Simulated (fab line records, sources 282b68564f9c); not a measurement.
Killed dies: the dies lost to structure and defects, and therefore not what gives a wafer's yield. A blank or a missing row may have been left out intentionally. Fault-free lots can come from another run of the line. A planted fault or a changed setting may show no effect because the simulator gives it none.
A lot that was struck, set against a sound lot + flow ritCmos + 15 out of 202 route steps
Sound: the wafers L233.1, L233.3, L233.5. Wafers struck: L247.1, L247.3, L247.6. The cause is named last.
Per side, at each step with rows, come the tool, then ch with its chambers, and then its first start. Under that, the readings that differ: sound wafers + struck wafers + difference of the means + sigmas: that difference in standard deviations of wafers without a fault.
alike: a reading whose means differ by less than 2 such deviations, as well as words and numbers matching on both sides. not compared: withheld readings; readings where some wafer has no value; bounds like >300 that might hide an equal value; numbers whose values overlap and for which the record gives no deviation.
A row with sigmas, a row that says differs or no value, or rows on one side alone: a step with any of these is where the two part. Numbers that have no deviation but don't overlap get no sigmas and don't part them. A reading missing from all wafers of one side parts the sides only when that side holds two or more wafers.

first, 2 steps without rows for these wafers: RIT_PWELL_PEB_04; RIT_PWELL_DEVELOP_05 (develop time 68 s).
RIT_PWELL_OVL_MEAS_06:
  sound on overlay-02 at day 2 07:02; struck on overlay-01 at day 4 20:07
  alike: PWELL_OVL
then, 2 steps without rows for these wafers: RIT_PWELL_HARDBAKE_07 (time 120 s); RIT_PWELL_IMPLANT_08.
RIT_PWELL_STRIP_09: strips in O2, time 180 s.
  sound on plasmaAsher-02 ch 0,1, day 2 07:28; struck on plasmaAsher-04 ch 0,1, day 4 20:33
  alike: chamberPressureMTorr, drypumpMotorCurrentA, rfReflPowerW
  not compared: rfHoursCounterH
RIT_PWELL_TW_MEAS_10:
  sound on filmMetro-02 at day 2 07:39; struck on filmMetro-03 at day 4 20:44
  alike: PWELL_TW
then, 1 step without rows for these wafers: RIT_WELLDRIVE_ANNEAL_00 (time 14700 s).
RIT_WELLDRIVE_RS_MEAS_01: measures by four-point-probe.
  sound on filmMetro-04 at day 2 12:47; struck on filmMetro-04 at day 5 01:52
  alike: NWELL_RS
RIT_WELLDRIVE_RS_MEAS_02: measures by four-point-probe.
  sound on filmMetro-04 at day 2 12:55; struck on filmMetro-04 at day 5 01:59
  alike: PWELL_RS
then, 2 steps without rows for these wafers: RIT_NRETRO_HMDS_00 (prime time 60 s); RIT_NRETRO_COAT_01 (resist thk 1300 nm).
RIT_NRETRO_SOFTBAKE_02: time 60 s.
  sound on lithoTrack-01 ch 0, day 2 13:20; struck on lithoTrack-01 ch 0, day 5 02:25
| reading        | sound             | struck            | difference | sigmas |
|----------------|-------------------|-------------------|------------|--------|
| runLengthS (s) | 88.90 89.08 89.11 | 94.68 94.40 94.47 | +5.49      | +42    |
  alike: heaterPowerTotalW
then, 1 step without rows for these wafers: RIT_NRETRO_EXPOSE_03 (exposes mask M4, target cd 43900 nm).
RIT_M1_PROBE_99:
  record: rows for the struck wafers here (prober-02, day 6 08:05), none for the sound ones

== WHERE THEY PART ==
First at RIT_NRETRO_SOFTBAKE_02; last, within this record, at RIT_M1_PROBE_99.

WHY: what the simulator had put in
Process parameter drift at RIT_NRETRO_SOFTBAKE_02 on lithoTrack-01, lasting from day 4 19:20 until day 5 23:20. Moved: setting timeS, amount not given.
